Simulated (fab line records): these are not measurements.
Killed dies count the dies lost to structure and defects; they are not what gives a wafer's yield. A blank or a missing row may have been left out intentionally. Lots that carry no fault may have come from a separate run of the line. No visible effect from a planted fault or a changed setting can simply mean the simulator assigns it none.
The tool behind it: which one? ; flow berkeleyCmos170 ; 6 lots with 18 wafers sampled at 2 steps, on a route of 331 steps

WHAT EACH GAUGE READ, for each wafer
UCB170_CONTACT_THK_MEAS_02.
lot;measured;on;CONTACT_PSG_THK (nm)
L147;day 7 20:37;filmMetro-03;682 689 690
L150;day 8 13:09;filmMetro-03;705 706 708
L151;day 8 22:56;filmMetro-03;706 703 696
L154;day 9 15:17;filmMetro-04;713 710 708
L158;day 10 06:38;filmMetro-04;696 699 699
L168;day 12 08:40;filmMetro-04;712 708 712

WHICH TOOL RAN EACH LOT (tool, then ch and the chambers of the sampled wafers, then the start)
lot;UCB170_CONTACT_CVD_01
L147;lpcvd-01 ch 1, day 7 18:46
L150;lpcvd-01 ch 1, day 8 11:20
L151;lpcvd-01 ch 1, day 8 21:09
L154;lpcvd-02 ch 0, day 9 12:35
L158;lpcvd-01 ch 0, day 10 04:51
L168;lpcvd-01 ch 1, day 12 06:52
- UCB170_CONTACT_CVD_01: deposits PSG from SiH4/O2/PH3, target thk 700 nm, time 2820 s.

THE ANSWER, worked out from the rows above alone
Rule: usual is defined by the lots themselves. The widest of any qualifying gaps counts: lots, ordered by their means at a reading, are off when they make up no more than a third of the lots, leave a main group of 4 or more, and stand apart from it by 3 or more times the standard deviation of that group's means. If all means in a main group match to the digits the tables above print for the reading, that group is not used. A lot without any number at a reading at which 4 lots or more have one is off too. The other lots that the step has rows for count as sound.
No lot is off on any of the readings shown, so nothing can be concluded from this.

WHAT THE SIMULATOR HAD INSERTED
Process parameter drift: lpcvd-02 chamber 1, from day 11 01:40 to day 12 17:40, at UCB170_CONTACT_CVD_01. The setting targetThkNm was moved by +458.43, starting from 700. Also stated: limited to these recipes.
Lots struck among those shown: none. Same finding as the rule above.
